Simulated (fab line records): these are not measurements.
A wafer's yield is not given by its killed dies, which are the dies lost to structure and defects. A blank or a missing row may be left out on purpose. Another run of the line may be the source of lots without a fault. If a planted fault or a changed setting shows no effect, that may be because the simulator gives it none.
A single fault, viewed from 2 desks -- flow berkeley-cmos170 -- numbers are kept per desk, each desk with only its own; the story behind them comes last

== TOOL OWNER'S DESK, implanter-04 ==
The tool's own readings at UCB170_PWELL_IMPLANT_15: means of the sampled wafers that have a number, for each lot that ran on this tool. If a lot's mean is further than 4 standard deviations from the usual mean, the lot is out of limits and carries the mark OUT (the distance appears in the brackets).
Columns: A = dose-ions-cm2 at UCB170_PWELL_IMPLANT_15, usual 5.001e+12
lot,first seen here,A
L895,day 3 09:28,5.000e+12
L899,day 4 13:31,4.999e+12
L900,day 4 14:13,5.001e+12
L901,day 4 18:25,4.990e+12
L902,day 4 22:02,5.003e+12
L903,day 5 05:39,5.126e+12 (+23) OUT
L904,day 5 05:54,5.130e+12 (+24) OUT
L905,day 5 14:06,5.129e+12 (+24) OUT
L907,day 5 21:02,5.129e+12 (+24) OUT
This desk's verdict: out of limits on L903, L904, L905, L907, starting with L903 at day 5 05:39 (dose-ions-cm2 at UCB170_PWELL_IMPLANT_15). Within limits: L895, L899, L900, L901, L902.

== FROM THE METROLOGY DESK ==
What the gauges read, lot by lot, whatever tool the lot ran on: means of the sampled wafers that have a number. If a lot's mean is further than 4 standard deviations from the usual mean, the lot is out of limits and carries the mark OUT (the distance appears in the brackets).
Columns: A = NWELL_OVL at UCB170_NWELL_OVL_MEAS_12, usual -3 nm; B = NSD_TW at UCB170_NSD_TW_MEAS_10, usual 4182
lot,first seen here,A,B
L893,day 2 03:19,-7,4178
L894,day 2 11:25,-9,4202
L895,day 2 16:57,-4,4220
L896,day 2 21:10,-5,4173
L897,day 3 03:10,-10,4193
L898,day 3 08:12,-7,4215
L899,day 3 15:29,2,4116
L900,day 3 19:02,3,4173
L901,day 4 01:10,3,4193
L902,day 4 05:22,-12,4176
L904,day 4 12:41,-1,4201
L903,day 4 13:18,-4,4178
L905,day 4 21:50,0,4179
L906,day 5 03:52,-8,4191
L907,day 5 07:02,-2,4214
This desk's finding: nothing out of limits on any of the 15 lots.

== TAKEN TOGETHER ==
On L903, L904, L905, L907, at day 5 05:39, an alarm was possible from the tool owner's desk.
The metrology desk saw nothing out of limits.
The metrology desk has L903, L904, L905, L907 on record, within its limits.
On implanter-04, each named lot ran UCB170_PWELL_IMPLANT_15.

== WHAT HAD BEEN PUT IN BY THE SIMULATOR ==
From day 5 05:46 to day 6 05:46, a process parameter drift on implanter-04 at UCB170_PWELL_IMPLANT_15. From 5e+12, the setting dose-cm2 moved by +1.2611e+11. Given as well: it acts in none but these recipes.
Struck lots among those shown: L903, L904, L905, L907.
